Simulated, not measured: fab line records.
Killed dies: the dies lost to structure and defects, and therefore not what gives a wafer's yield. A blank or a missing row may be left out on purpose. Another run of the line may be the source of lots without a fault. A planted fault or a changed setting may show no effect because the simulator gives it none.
Problem report, 8D (eight disciplines) form, completed by code	flow berkeley-cmos170	the parts of the form that need people (team, actions taken, sign-off) are left out

1. PROBLEM STATEMENT
Wafers without a fault read 0.822 a.u., standard deviation 0.013; oes-product-au at UCB170_GATE_ETCH_15 reads a mean of 0.643 a.u. on 2 wafers belonging to 2 lots. That is -14 standard deviations from the usual mean.
The step: etches poly-Si in HBr/Cl2, stops on SiO2, time 56.3 s, target depth 278.2 nm.
Seen first at day 9 22:25 on rie-si-02, wafer L995.4. At this step, 18 wafers from 6 lots have a number in the record. Rule for "out", or "out of limits": more than 4 standard deviations from the usual mean. The other wafers with a number count as sound.

2. WHAT IT IS AND WHAT IT IS NOT
question	is	is not
which readings at this step	oes-product-au	HBr_flow_sccm, drypump-motor-current-A, mfc-cl2-sccm, throttle-valve-pct
which lots	L995, L999	L107, L986, L988, L997
which wafers of those lots	L995.4, L999.3	L995.1, L995.3, L999.2, L999.6
read on which tools	rie-si-02	rie-si-01
when	from day 9 22:25	up to then (8 sound wafers); but 8 sound wafers of L107, L997, L999 came after

3. WHAT RULES OUT EACH SUSPECT
Counting: if a tool at a process step up to the reading ran every lot that is out, it stays a suspect. Sound lots after the first of them don't rule it out here, since some wafers of a struck lot are sound.
- rie-si-02 at UCB170_GATE_ETCH_15 (etches poly-Si in HBr/Cl2, stops on SiO2, time 56.3 s, target depth 278.2 nm): kept. Ran every lot that is out, first one L995 (day 9 22:25); last sound lot up to then L988 (day 7 12:04). On those wafers its own readings are out: oes-product-au.
- Within rie-si-02 at UCB170_GATE_ETCH_15: the wafers that are out ran in chamber 2; their sound lot-mates ran in chambers 1, 3.
Left after counting: rie-si-02 at UCB170_GATE_ETCH_15.

4. THE CAUSE (what the simulator had put in)
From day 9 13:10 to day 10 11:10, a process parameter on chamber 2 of rie-si-02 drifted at UCB170_GATE_ETCH_15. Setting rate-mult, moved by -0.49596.
The count eliminated every tool but this one.

5. SEQUENCE OF EFFECTS, ordered by route
One row per reading whose mean, taken over the struck wafers that have a number, lies over 3 standard deviations from the usual. Readings are gone through only where the record gives a usual standard deviation; hours: the median, over the lots, of the time from a lot's start at the first step in this table giving one to that lot's start at this step; sigmas: the change measured in usual standard deviations.
hours	step	reading	usual	on struck wafers	change	sigmas
0	UCB170_GATE_ETCH_15	oes-product-au	0.822 a.u.	0.643	-0.179	-14
Process steps it contains:
- UCB170_GATE_ETCH_15: etches poly-Si in HBr/Cl2, stops on SiO2, time 56.3 s, target depth 278.2 nm.
Later steps that measure or inspect, where all struck wafers having a row at the step show a number for every such reading and not one has moved that far: UCB170_GATE_CD_MEAS_90.

6. WHAT WOULD HAVE CAUGHT IT SOONER
In this record no reading fell out of limits until day 9 22:25, 9 hours after the fault had begun at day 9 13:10.
